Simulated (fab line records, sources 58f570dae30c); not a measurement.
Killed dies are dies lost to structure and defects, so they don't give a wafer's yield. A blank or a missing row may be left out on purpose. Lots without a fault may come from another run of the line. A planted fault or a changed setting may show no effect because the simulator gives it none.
fab line records | flow berkeley_cmos170
record lots=14 wafers=42 last_day=13
route steps=331 shown CONTACT@225 M2@273
lots that met no fault: from a run of the same line without faults
start_h: hours from the record's first day to the start of the lot's first wafer shown | wait_h: hours since the lot's step before | " the same as in the row above | L1.1+2: a row that stands for several wafers | - no value, or no start given | * or withheld: withheld | < > ~ a bound
route shown NAME@n: a module of which the file shows steps, and the number in the route of the first | usual: mean/standard deviation of fault-free wafers | same: alike in all rows | chamber/n: place in a boat | sites: the reading at each site | _std_site: their standard deviation | _edge_site: outer sites' mean less inner sites' | radius_mm: how far each site lies from the wafer's centre | mask NAME#n: copy n | behind: the tool/chamber that last shaped the wafer | hold: why the lot was held/for how many hours/how that ended | device: the transistor (n, p or np) that didn't switch | end of line: the same wafers' tests at the end of the route | a step without rows: its recipe alone | killed: dies lost to structure and defects at the first sort, not the wafer's yield | map: a wafer's dies, x killed, . not, _ none there
set.NAME: the setting as run; set.NAME@STEP: as run at that earlier step | model.NAME: the simulator's own value behind a step, which no gauge read
steps of the route over a sample of lots; a table a step, a row a wafer
## steps
# step UCB170_CONTACT_COAT_09
# recipe resist=BARC temp_c=withheld time_s=withheld spin_rpm=3000 resist_thk_nm=withheld
# usual spin_speed_rpm=2999.8/1.8
# columns lot.wafer tool chamber start_h wait_h spin_speed_rpm
L171.3 litho_track-02 0 153.36 0.2 3000.9
L171.4 " 0 " " 2999.8
L171.6 " 0 " " 2999.6
L173.2 litho_track-01 0 175.10 0.2 3000.5
L173.4 " 0 " " 3002.0
L173.6 " 0 " " 2999.9
L174.3 litho_track-02 0 176.90 0.2 3002.2
L174.4 " 0 " " 3003.7
L174.5 " 0 " " 3002.5
L180.1 litho_track-02 0 220.91 0.1 2608.9
L180.4 " 0 " " 2608.1
L180.5 " 0 " " 2608.8
L179.1 litho_track-02 0 221.36 0.3 2605.1
L179.4 " 0 " " 2610.5
L179.6 " 0 " " 2606.8
L181.2 litho_track-03 0 221.55 0.5 2998.1
L181.3 " 0 " " 2999.6
L181.6 " 0 " " 3002.2
L184.2 litho_track-01 0 232.97 0.3 2998.4
L184.4 " 0 " " 2999.7
L184.6 " 0 " " 3001.7
L185.2 litho_track-03 0 235.69 0.2 3001.3
L185.3 " 0 " " 3000.5
L185.4 " 0 " " 3000.3
L187.2 litho_track-01 0 239.58 0.6 2997.0
L187.5 " 0 " " 2999.7
L187.6 " 0 " " 3001.6
L188.3 litho_track-03 0 252.80 0.3 2999.8
L188.4 " 0 " " 3002.6
L188.5 " 0 " " 2997.0
L190.2 litho_track-03 0 254.22 0.3 2998.3
L190.3 " 0 " " 2998.6
L190.4 " 0 " " 2996.2
L191.2 litho_track-03 0 261.54 0.2 3002.6
L191.3 " 0 " " 3001.4
L191.6 " 0 " " 2999.2
L194.1 litho_track-02 0 279.61 0.1 2997.7
L194.4 " 0 " " 2997.5
L194.6 " 0 " " 2999.8
L193.2 litho_track-02 0 281.45 0.2 2998.2
L193.3 " 0 " " 2999.9
L193.5 " 0 " " 2999.1
# step UCB170_M2_RS_MEAS_02
# recipe thk_meas_gauge=four-point-probe reads=Al_of_M2_SPUTTER_01
# usual M2_AL_RS=0.0323/0.00039
# columns lot.wafer tool chamber start_h wait_h M2_AL_RS[ohm/sq]
L171.3 film_metro-04 - 162.89 0.1 0.0325
L171.4 " - " " 0.0325
L171.6 " - " " 0.0326
L173.2 film_metro-04 - 183.35 0.1 0.0319
L173.4 " - " " 0.0319
L173.6 " - " " 0.0318
L174.3 film_metro-04 - 184.49 0.1 0.0323
L174.4 " - " " 0.0329
L174.5 " - " " 0.0326
L180.1 film_metro-03 - 228.68 0.1 0.0327
L180.4 " - " " 0.0324
L180.5 " - " " 0.0324
L179.1 film_metro-01 - 229.69 0.0 0.0324
L179.4 " - " " 0.0321
L179.6 " - " " 0.0323
L181.2 film_metro-03 - 229.95 0.1 0.0325
L181.3 " - " " 0.0323
L181.6 " - " " 0.0321
L184.2 film_metro-03 - 242.66 0.1 0.0324
L184.4 " - " " 0.0326
L184.6 " - " " 0.0323
L185.2 film_metro-04 - 246.60 0.1 0.0325
L185.3 " - " " 0.0325
L185.4 " - " " 0.0323
L187.2 film_metro-01 - 250.01 0.1 0.0317
L187.5 " - " " 0.0318
L187.6 " - " " 0.0316
L188.3 film_metro-01 - 260.55 0.1 0.0329
L188.4 " - " " 0.0327
L188.5 " - " " 0.0327
L190.2 film_metro-03 - 263.09 0.1 0.0331
L190.3 " - " " 0.0330
L190.4 " - " " 0.0330
L191.2 film_metro-03 - 269.33 0.1 0.0318
L191.3 " - " " 0.0319
L191.6 " - " " 0.0318
L194.1 film_metro-01 - 287.08 0.0 0.0326
L194.4 " - " " 0.0326
L194.6 " - " " 0.0325
L193.2 film_metro-03 - 290.09 0.1 0.0328
L193.3 " - " " 0.0328
L193.5 " - " " 0.0328
## key
first_sign step=UCB170_CONTACT_COAT_09 reading=spin_speed_rpm direction=down sigmas=99+ usual=2999.8 struck=2608.0
effect none on later readings
met_at UCB170_CONTACT_COAT_09
struck_lots L179,L180
tester_left_out L179,L180
not_acting_at UCB170_M2_RS_MEAS_02
onset_between 176.90 220.91
fault kind=process_parameter_drift tool=litho_track-02 chamber=- onset_h=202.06 steps=UCB170_CONTACT_COAT_09 channel=spin_rpm offset=-391.46 shape=step end_h=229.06 acts_in=these_recipes_only stated=3000
# tester_left_out: of these lots the tester's yield and bins aren't shown, on N5 and GAA mostly nor the transistor test; their killed dies are dies lost to structure and defects alone, not to doping, threshold or leakage, so they don't give the yield
